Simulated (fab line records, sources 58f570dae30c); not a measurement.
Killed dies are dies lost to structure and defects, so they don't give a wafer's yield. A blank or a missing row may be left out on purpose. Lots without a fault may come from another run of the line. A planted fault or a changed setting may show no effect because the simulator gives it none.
Which tool did it? | flow berkeley_cmos170 | 14 lots, 42 wafers sampled, at 5 steps of a route of 331

WHAT THE GAUGES READ, wafer by wafer
UCB170_SILICIDE_THK_MEAS_03: measures by xrf.
lot  | measured     | on            | SILICIDE_TI_THK (nm)
L468 | day 8 07:17  | film_metro-02 | 30.4 30.6 30.4
L472 | day 9 08:46  | film_metro-02 | 30.7 30.7 30.8
L471 | day 9 08:56  | film_metro-04 | 30.0 30.0 29.7
L473 | day 10 01:12 | film_metro-01 | 30.0 30.7 30.2
L474 | day 10 01:20 | film_metro-04 | 30.0 29.9 30.3
L475 | day 10 16:26 | film_metro-02 | 30.5 31.3 30.3
L477 | day 10 16:41 | film_metro-01 | 30.4 30.0 30.5
L480 | day 11 14:34 | film_metro-04 | 30.1 30.4 30.7
L478 | day 11 14:51 | film_metro-02 | 30.1 30.2 30.3
L484 | day 12 05:24 | film_metro-04 | 30.5 30.5 30.1
L486 | day 12 17:10 | film_metro-02 | 30.4 30.3 30.5
L487 | day 12 23:54 | film_metro-02 | 31.4 30.9 30.6
L491 | day 13 09:24 | film_metro-04 | 30.4 30.3 30.6
L489 | day 13 09:52 | film_metro-01 | 30.1 29.9 29.8

UCB170_M1_CD_MEAS_90: target cd 700 nm.
lot  | measured     | on        | cd_nm (nm)
L468 | day 8 15:25  | cd_sem-02 | 699 695 702
L472 | day 9 15:07  | cd_sem-01 | 697 695 697
L471 | day 9 15:26  | cd_sem-02 | 706 703 698
L473 | day 10 07:32 | cd_sem-01 | 701 703 700
L474 | day 10 09:20 | cd_sem-01 | 699 702 703
L475 | day 10 23:56 | cd_sem-01 | 693 695 699
L477 | day 11 00:31 | cd_sem-01 | 697 704 706
L480 | day 11 21:17 | cd_sem-01 | 698 705 699
L478 | day 11 22:29 | cd_sem-01 | 705 705 704
L484 | day 12 15:43 | cd_sem-01 | 710 711 715
L486 | day 13 01:47 | cd_sem-02 | 715 713 716
L487 | day 13 07:16 | cd_sem-01 | 706 698 698
L491 | day 13 19:29 | cd_sem-01 | 705 701 704
L489 | day 13 20:10 | cd_sem-01 | 706 699 700

WHICH TOOL RAN EACH LOT (tool, then ch and the chambers of the sampled wafers, then the start)
lot  | UCB170_CONTACT_STRIP_19              | UCB170_M1_SPUTTER_00         | UCB170_M1_METAL_ETCH_12
L468 | plasma_asher-01 ch 0,1, day 8 13:23  | pvd_sputter-02, day 8 13:46  | rie_metal-03 ch 0,1, day 8 15:11
L472 | plasma_asher-02 ch 0,1, day 9 13:03  | pvd_sputter-04, day 9 13:28  | rie_metal-01 ch 0,1, day 9 14:52
L471 | plasma_asher-01 ch 0,1, day 9 13:18  | pvd_sputter-02, day 9 13:43  | rie_metal-02 ch 0,1, day 9 15:11
L473 | plasma_asher-01 ch 0,1, day 10 05:30 | pvd_sputter-04, day 10 05:55 | rie_metal-01 ch 1, day 10 07:17
L474 | plasma_asher-02 ch 0,1, day 10 07:17 | pvd_sputter-02, day 10 07:43 | rie_metal-03 ch 0,1, day 10 09:07
L475 | plasma_asher-02 ch 0,1, day 10 21:53 | pvd_sputter-01, day 10 22:16 | rie_metal-02 ch 0,1, day 10 23:41
L477 | plasma_asher-04 ch 0,1, day 10 22:28 | pvd_sputter-04, day 10 22:50 | rie_metal-03 ch 0,1, day 11 00:17
L480 | plasma_asher-02 ch 0,1, day 11 18:53 | pvd_sputter-01, day 11 19:23 | rie_metal-01 ch 0,1, day 11 21:03
L478 | plasma_asher-01 ch 0,1, day 11 20:27 | pvd_sputter-04, day 11 20:51 | rie_metal-02 ch 0, day 11 22:08
L484 | plasma_asher-04 ch 0,1, day 12 13:17 | pvd_sputter-02, day 12 13:40 | rie_metal-02 ch 0,1, day 12 15:29
L486 | plasma_asher-02 ch 0,1, day 12 23:43 | pvd_sputter-04, day 13 00:07 | rie_metal-02 ch 0,1, day 13 01:32
L487 | plasma_asher-01 ch 0,1, day 13 04:12 | pvd_sputter-02, day 13 04:37 | rie_metal-03 ch 0,1, day 13 06:48
L491 | plasma_asher-02 ch 0,1, day 13 16:21 | pvd_sputter-01, day 13 16:45 | rie_metal-01 ch 0,1, day 13 18:44
L489 | plasma_asher-02 ch 0,1, day 13 17:02 | pvd_sputter-02, day 13 17:44 | rie_metal-03 ch 0,1, day 13 19:56
- UCB170_CONTACT_STRIP_19: strips in O2.
- UCB170_M1_SPUTTER_00: material Al, target thk 600 nm, time 80 s.
- UCB170_M1_METAL_ETCH_12: etches Al in Cl2/BCl3, stops on PSG, target depth 780 nm, time 130 s.

WHAT THE TOOLS THEMSELVES READ (means of the sampled wafers that have a number; where no wafer has one, the mark that the record gives instead)
UCB170_CONTACT_STRIP_19.
lot  | tool            | chamber_pressure_mTorr (mTorr) | drypump_motor_current_A (A) | oes_product_au (a.u.)
L468 | plasma_asher-01 | 3499                           | 5.3                         | 0.722
L472 | plasma_asher-02 | 3496                           | 5.2                         | 0.724
L471 | plasma_asher-01 | 3502                           | 5.8                         | 0.726
L473 | plasma_asher-01 | 3502                           | 5.8                         | 0.726
L474 | plasma_asher-02 | 3497                           | 5.2                         | 0.725
L475 | plasma_asher-02 | 3503                           | 5.0                         | 0.724
L477 | plasma_asher-04 | 3499                           | 6.3                         | 0.726
L480 | plasma_asher-02 | 3505                           | 5.0                         | 0.724
L478 | plasma_asher-01 | 3500                           | 5.8                         | 0.722
L484 | plasma_asher-04 | 3498                           | 6.0                         | 0.725
L486 | plasma_asher-02 | 3499                           | 5.0                         | 0.724
L487 | plasma_asher-01 | 3501                           | 5.8                         | 0.730
L491 | plasma_asher-02 | 3500                           | 5.2                         | 0.726
L489 | plasma_asher-02 | 3500                           | 5.3                         | 0.728

UCB170_M1_SPUTTER_00.
lot  | tool           | chamber_pressure_pa (Pa) | throttle_valve_pct (%)
L468 | pvd_sputter-02 | 0.4993                   | 29.9
L472 | pvd_sputter-04 | 0.4999                   | 29.7
L471 | pvd_sputter-02 | 0.5003                   | 31.0
L473 | pvd_sputter-04 | 0.5005                   | 30.7
L474 | pvd_sputter-02 | 0.4995                   | 30.6
L475 | pvd_sputter-01 | 0.5002                   | 30.2
L477 | pvd_sputter-04 | 0.4997                   | 30.6
L480 | pvd_sputter-01 | 0.5005                   | 30.1
L478 | pvd_sputter-04 | 0.5004                   | 30.6
L484 | pvd_sputter-02 | 0.5007                   | 30.6
L486 | pvd_sputter-04 | 0.4994                   | 29.8
L487 | pvd_sputter-02 | 0.4995                   | 31.3
L491 | pvd_sputter-01 | 0.4992                   | 30.1
L489 | pvd_sputter-02 | 0.4999                   | 31.0

UCB170_M1_METAL_ETCH_12.
lot  | tool         | bias_w (W) | chamber_pressure_mTorr (mTorr) | drypump_motor_current_A (A) | oes_product_au (a.u.) | rf_fwd_power_W (W) | throttle_valve_pct (%)
L468 | rie_metal-03 | 120.5      | 11.994                         | 5.6                         | 0.830                 | 597.4              | 24.4
L472 | rie_metal-01 | 120.2      | 11.998                         | 5.6                         | 0.870                 | 597.5              | 24.2
L471 | rie_metal-02 | 119.9      | 12.001                         | 5.8                         | 0.850                 | 597.8              | 24.6
L473 | rie_metal-01 | 120.4      | 11.998                         | 4.8                         | 0.854                 | 596.5              | 24.7
L474 | rie_metal-03 | 120.3      | 11.984                         | 5.6                         | 0.838                 | 596.7              | 24.4
L475 | rie_metal-02 | 119.6      | 12.002                         | 6.2                         | 0.842                 | 597.2              | 24.4
L477 | rie_metal-03 | 120.1      | 11.997                         | 5.6                         | 0.847                 | 598.2              | 24.4
L480 | rie_metal-01 | 120.4      | 11.991                         | 5.6                         | 0.861                 | 596.2              | 24.2
L478 | rie_metal-02 | 120.3      | 12.000                         | 5.5                         | 0.863                 | 597.1              | 24.7
L484 | rie_metal-02 | 119.9      | 11.994                         | 6.2                         | 0.758                 | 357.7              | 24.5
L486 | rie_metal-02 | 119.8      | 11.997                         | 6.2                         | 0.768                 | 356.0              | 24.5
L487 | rie_metal-03 | 119.9      | 12.004                         | 5.9                         | 0.841                 | 596.5              | 24.7
L491 | rie_metal-01 | 120.3      | 11.996                         | 5.2                         | 0.852                 | 597.2              | 24.5
L489 | rie_metal-03 | 119.8      | 12.001                         | 5.8                         | 0.846                 | 599.6              | 24.7

THE ANSWER, worked out from the rows above alone
Rule: what is usual is taken from the lots themselves. Put in order of their means at a reading, lots are off if they are a third of the lots or fewer, leave a main group of 4 or more, and stand apart from it by a gap of 3 or more times the standard deviation of the main group's means; of several such gaps the widest counts. A main group whose means are all the same, to the digits that the tables above print for the reading, isn't used. A lot without any number at a reading at which 4 lots or more have one is off too. The other lots that the step has rows for count as sound. The gauges are gone through in route order, then the tools' own readings, and for those a lot's mean is taken as printed above. The first step at which some lot is off is used, and at that step the reading that is off furthest; a lot without a number counts as furthest.
Off: L484, L486, at UCB170_M1_METAL_ETCH_12 (rf_fwd_power_W). The main group: mean 597.3 W, standard deviation 0.88.
A tool fits if, at that step or a process step before it, it ran every lot that is off, and no sound lot after the first of them. One fits: rie_metal-02 at UCB170_M1_METAL_ETCH_12. Its last sound lot is L478 (day 11 22:08), its first lot that is off L484 (day 12 15:29): a fault that began between those two fits.
The tool's own readings at UCB170_M1_METAL_ETCH_12 bear it out: on the lots that are off they differ by more than 5 times the standard deviation of the sound lots' means. oes_product_au reads 0.763 a.u. there against 0.849 a.u. on the sound lots; rf_fwd_power_W reads 356.9 W there against 597.3 W on the sound lots.

WHAT THE SIMULATOR HAD PUT IN
Process parameter drift: rie_metal-02, from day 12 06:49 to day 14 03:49, at UCB170_M1_METAL_ETCH_12. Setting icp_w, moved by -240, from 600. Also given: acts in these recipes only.
Lots struck among those shown: L484, L486. The rule above found the same.
